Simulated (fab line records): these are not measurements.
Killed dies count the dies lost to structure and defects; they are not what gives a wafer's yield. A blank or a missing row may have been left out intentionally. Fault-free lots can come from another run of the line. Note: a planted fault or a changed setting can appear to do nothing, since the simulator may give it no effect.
Matching of chambers | flow berkeley_cmos170 | 4 sister chambers for UCB170_V2_CMP_02 on cmp-02
The step polishes SiO2. 14 wafers are shown with their chamber, then 7 later ones without.

== WAFERS PAIRED WITH THEIR CHAMBERS ==
wafer  | chamber | motor_current_A (A)
L497.2 | 3       | 15.4
L497.4 | 2       | 19.6
L497.6 | 0       | 16.6
L498.2 | 3       | 16.1
L498.3 | 2       | 19.5
L498.5 | 3       | 15.6
L503.1 | 3       | 14.8
L503.4 | 2       | 20.1
L503.5 | 2       | 18.9
L504.1 | 1       | 15.3
L504.2 | 3       | 15.7
L504.6 | 3       | 15.4
L506.1 | 2       | 19.4
L506.3 | 3       | 14.9

SIGNATURES (averages over the wafers above)
reading         | chamber 0 | chamber 1 | chamber 2 | chamber 3 | scatter within a chamber
motor_current_A | 16.600    | 15.300    | 19.500    | 15.414    | 0.444
Rule: a wafer's distance from a chamber is the root of the sum, over the readings, of the square of ((its reading less the chamber's mean) divided by the reading's scatter). If the next closest chamber is less than 2 further off than the closest, the wafer can't be placed; otherwise it belongs to the closest. How the scatter is found: for the shown wafers, subtract from each reading the mean of its chamber, square and add these, divide the total by (wafers less chambers), then take the root.

== WAFERS WITHOUT THEIR CHAMBER ==
wafer  | motor_current_A (A)
L506.5 | 19.9
L507.1 | 16.0
L507.3 | 14.3
L507.6 | 19.6
L509.1 | 15.1
L509.2 | 14.7
L509.5 | 19.3

== WHICH CHAMBER EACH WENT THROUGH ==
wafer  | from the rows above          | in truth
L506.5 | 2                            | 2
L507.1 | can't be placed: 3 or 0 or 1 | 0
L507.3 | can't be placed: 1 or 3      | 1
L507.6 | 2                            | 2
L509.1 | can't be placed: 1 or 3      | 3
L509.2 | can't be placed: 1 or 3      | 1
L509.5 | 2                            | 2
Correctly placed: 3 of 7. Can't be placed from these rows: 4 (the true chamber is among the candidates in 4). Wrongly placed: 0.
